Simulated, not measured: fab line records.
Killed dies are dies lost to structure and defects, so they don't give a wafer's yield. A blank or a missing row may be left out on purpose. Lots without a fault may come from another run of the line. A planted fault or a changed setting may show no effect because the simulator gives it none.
Problem report in the 8D (eight disciplines) form, filled by code | flow berkeley-cmos170 | the parts of the form that need people (team, actions taken, sign-off) are left out

1. WHAT IS WRONG
tilt-deg at UCB170_PLDD_IMPLANT_09 reads a mean of 5.838 degrees on 6 wafers of 2 lots; wafers without a fault read 7.000 degrees with a standard deviation of 0.022. That puts it -53 standard deviations away from the usual mean.
The first sign was on wafer L599.3 at day 11 18:38, on implanter-02. The record has a number at this step for 42 wafers belonging to 14 lots. By rule, "out" or "out of limits" means more than 4 standard deviations away from the usual mean. The rest of the wafers with a number are treated as sound.

2. WHAT IT IS, WHAT IT ISN'T
question                    | is                     | is not
which readings at this step | tilt-deg               | -
which lots                  | L599, L601             | L580, L581, L585, L587, L588, L589, L590, L591, L592, L593, L600, L603
which wafers of those lots  | all that have a number | -
read on which tools         | implanter-02           | implanter-03, implanter-04
when                        | from day 11 18:38      | up to then (33 sound wafers); but 3 sound wafers of L603 came after

3. WHAT RULES OUT EACH SUSPECT
Counting: a tool at a process step up to the reading stays a suspect if it ran every lot that is out and no sound lot after the first of them.
- implanter-02 at UCB170_PLDD_IMPLANT_09: kept. It ran every lot that is out, first L599 (day 11 18:38), and no sound lot after that; its last sound lot up to then is L591 (day 9 21:43). On those wafers its own readings are out: tilt-deg.
Remaining after the count: implanter-02 at UCB170_PLDD_IMPLANT_09.

4. THE CAUSE (what the simulator had put in)
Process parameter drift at UCB170_PLDD_IMPLANT_09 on implanter-02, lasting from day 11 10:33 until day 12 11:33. Setting tilt-deg shifted by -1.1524 from 7. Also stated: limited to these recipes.
After counting, this tool was the only one left.

5. THE CHAIN OF EFFECTS, in route order
Each row: a reading whose mean over the struck wafers that have a number lies more than 3 standard deviations from the usual. Only readings for which the record gives a usual standard deviation are gone through. hours: the time from each lot's start at the first step in this table that gives one to its start at this step, as a median over the lots. sigmas: the change in usual standard deviations.
hours | step                   | reading  | usual         | on struck wafers | change | sigmas
0     | UCB170_PLDD_IMPLANT_09 | tilt-deg | 7.000 degrees | 5.838            | -1.162 | -53
Its process steps:
- UCB170_PLDD_IMPLANT_09

6. WHAT WOULD HAVE CAUGHT IT SOONER
The fault began at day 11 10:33; the first out-of-limits reading in this record came at day 11 18:38, 8 hours later.
